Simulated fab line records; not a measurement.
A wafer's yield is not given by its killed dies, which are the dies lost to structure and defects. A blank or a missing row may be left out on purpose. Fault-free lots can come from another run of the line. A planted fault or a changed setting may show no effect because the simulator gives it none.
Struck lot and sound lot, side by side || flow rit_cmos || 18 steps out of a route of 202
Sound: these wafers, L336.2, L336.3, L336.5. Struck: wafers L345.3, L345.4, L345.5. The cause is named last.
For every step that has rows: the tool of each side, followed by ch and its chambers, followed by its first start. Under that, the readings that differ: sound wafers || struck wafers || difference of the means || sigmas: that difference in standard deviations of wafers without a fault.
alike: same words and numbers on both sides, and readings whose means sit less than 2 such deviations apart. not compared: any withheld reading, any reading some wafer has no value for, any bound like >300 that may hide the same value, and any number with overlapping values for which the record gives no deviation.
A row with sigmas, a row that says differs or no value, or rows on one side alone: a step with any of these is where the two part. Numbers that don't overlap but have no deviation are shown without sigmas and don't part them. A reading missing from all wafers of one side parts the sides only when that side holds two or more wafers.

first, 5 steps without rows for these wafers: RIT_NRETRO_COAT_01 (resist thk 1300 nm); RIT_NRETRO_SOFTBAKE_02 (time 60 s); RIT_NRETRO_EXPOSE_03 (exposes mask M4, target cd 43900 nm); RIT_NRETRO_PEB_04; RIT_NRETRO_DEVELOP_05 (develop time 68 s).
RIT_NRETRO_OVL_MEAS_06:
  sound on overlay-02, day 4 14:44; struck on overlay-02, day 6 09:53
  alike: NRETRO_OVL
then, 2 steps without rows for these wafers: RIT_NRETRO_HARDBAKE_07 (time 120 s); RIT_NRETRO_IMPLANT_08.
RIT_NRETRO_STRIP_09: strips in O2, time 180 s.
  sound on plasma_asher-02 ch 0,1, day 4 15:10; struck on plasma_asher-04 ch 0,1, day 6 10:23
  alike: drypump_motor_current_A
  not compared: rf_hours_counter_h
RIT_NRETRO_TW_MEAS_10:
  sound on film_metro-02, day 4 15:22; struck on film_metro-02, day 6 10:31
  alike: NRETRO_TW
then, 2 steps without rows for these wafers: RIT_PRETRO_HMDS_00 (prime time 60 s); RIT_PRETRO_COAT_01 (resist thk 1300 nm).
RIT_PRETRO_SOFTBAKE_02: time 60 s.
  sound on litho_track-02 ch 0, day 4 15:44; struck on litho_track-03 ch 0, day 6 10:54
{"reading": "heater_power_total_W (W)", "sound": "34.63 34.60 34.55", "struck": "39.48 39.38 39.51", "difference": "+4.86", "sigmas": "+99 or more"}
{"reading": "plate_temp_C (C)", "sound": "90.10 90.02 90.17", "struck": "99.25 98.82 99.15", "difference": "+8.98", "sigmas": "+69"}
{"reading": "model.NOVOLAK_of_PRETRO_COAT_01.thk_nm (nm)", "sound": "1306 1308 1304", "struck": "1266 1271 1268", "difference": -38, "sigmas": ""}
then, 2 steps without rows for these wafers: RIT_PRETRO_EXPOSE_03 (exposes mask M5, target cd 43700 nm); RIT_PRETRO_PEB_04.
RIT_PRETRO_DEVELOP_05: develop time 68 s.
  sound on litho_track-02 ch 0; struck on litho_track-03 ch 0
{"reading": "model.NOVOLAK_of_PRETRO_COAT_01.thk_nm (nm)", "sound": "1305 1308 1303", "struck": "1266 1271 1268", "difference": -37, "sigmas": ""}
RIT_PRETRO_OVL_MEAS_06:
  sound on overlay-02, day 4 16:17; struck on overlay-02, day 6 11:27
{"reading": "PRETRO_OVL (nm)", "sound": "0.0 -1.0 0.0", "struck": "2.8 3.7 0.9", "difference": "+2.8", "sigmas": "+2"}
RIT_M1_PROBE_99:
  sound on prober-01, day 5 19:38; struck on prober-02, day 7 13:56
  alike: killed_at_M0_to_M3, killed_at_contacts, killed_at_front_end, killed_dies, killed_on_rim, killed_open, killed_short

WHERE THEY PART
Last at RIT_PRETRO_OVL_MEAS_06 as far as this record goes, first at RIT_PRETRO_SOFTBAKE_02. Later steps at which nothing parts them and some readings are alike: RIT_M1_PROBE_99.

WHY: the cause the simulator had injected
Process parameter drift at RIT_PRETRO_SOFTBAKE_02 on litho_track-03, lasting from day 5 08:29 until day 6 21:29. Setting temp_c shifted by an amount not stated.
